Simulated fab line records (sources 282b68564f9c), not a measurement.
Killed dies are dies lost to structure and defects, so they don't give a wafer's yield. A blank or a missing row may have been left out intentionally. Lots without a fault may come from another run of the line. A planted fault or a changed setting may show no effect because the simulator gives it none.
Which tool was responsible? | flow rit cmos | 18 wafers from 6 lots sampled at 4 of the route's 202 steps

## WHAT THE GAUGES SHOWED, per wafer
RIT_M1_RS_MEAS_01: the measuring method here is four-point-probe.
lot  | measured    | on            | M1_AL_RS (ohm/sq)
L137 | day 3 19:08 | film metro-03 | 0.0737 0.0736 0.0744
L139 | day 3 22:43 | film metro-02 | 0.0725 0.0725 0.0727
L146 | day 5 13:12 | film metro-04 | 0.0727 0.0727 0.0731
L148 | day 5 22:36 | film metro-04 | 0.0721 0.0730 0.0730
L152 | day 6 19:23 | film metro-03 | 0.0741 0.0734 0.0741
L158 | day 8 00:11 | film metro-02 | 0.0742 0.0725 0.0737

## TOOL THAT RAN EACH LOT (tool first, then ch and the chambers of the sampled wafers, then the start)
lot  | RIT_NLDD_STRIP_09                   | RIT_CONTACT_STRIP_12                | RIT_M1_SPUTTER_00
L137 | plasma asher-04 ch 0,1, day 3 07:16 | plasma asher-03 ch 0,1, day 3 17:57 | pvd sputter-03, day 3 18:47
L139 | plasma asher-03 ch 0,1, day 3 10:44 | plasma asher-04 ch 0,1, day 3 21:47 | pvd sputter-02, day 3 22:23
L146 | plasma asher-03 ch 0,1, day 5 01:40 | plasma asher-03 ch 0,1, day 5 12:16 | pvd sputter-02, day 5 12:54
L148 | plasma asher-03 ch 0,1, day 5 10:43 | plasma asher-04 ch 0,1, day 5 21:40 | pvd sputter-02, day 5 22:18
L152 | plasma asher-02 ch 0,1, day 6 06:25 | plasma asher-03 ch 0,1, day 6 18:26 | pvd sputter-02, day 6 19:06
L158 | plasma asher-04 ch 0,1, day 7 12:59 | plasma asher-02 ch 1, day 7 23:15   | pvd sputter-04, day 7 23:54
- RIT_NLDD_STRIP_09: strips in O2, time 180 s.
- RIT_CONTACT_STRIP_12: strips in O2, time 180 s.
- RIT_M1_SPUTTER_00: material Al, target thk 400 nm, time 500 s.

## THE ANSWER, worked out from the rows above alone
Rule: usual is defined by the lots themselves. The widest of any qualifying gaps counts: lots, ordered by their means at a reading, are off when they make up no more than a third of the lots, leave a main group of 4 or more, and stand apart from it by 3 or more times the standard deviation of that group's means. A main group whose means are all the same, to the digits that the tables above print for the reading, isn't used. A lot without any number at a reading at which 4 lots or more have one is off too. All remaining lots with rows at the step are treated as sound.
No lot is off at any reading shown: from this, nothing can be told.

## WHAT WAS PUT IN BY THE SIMULATOR
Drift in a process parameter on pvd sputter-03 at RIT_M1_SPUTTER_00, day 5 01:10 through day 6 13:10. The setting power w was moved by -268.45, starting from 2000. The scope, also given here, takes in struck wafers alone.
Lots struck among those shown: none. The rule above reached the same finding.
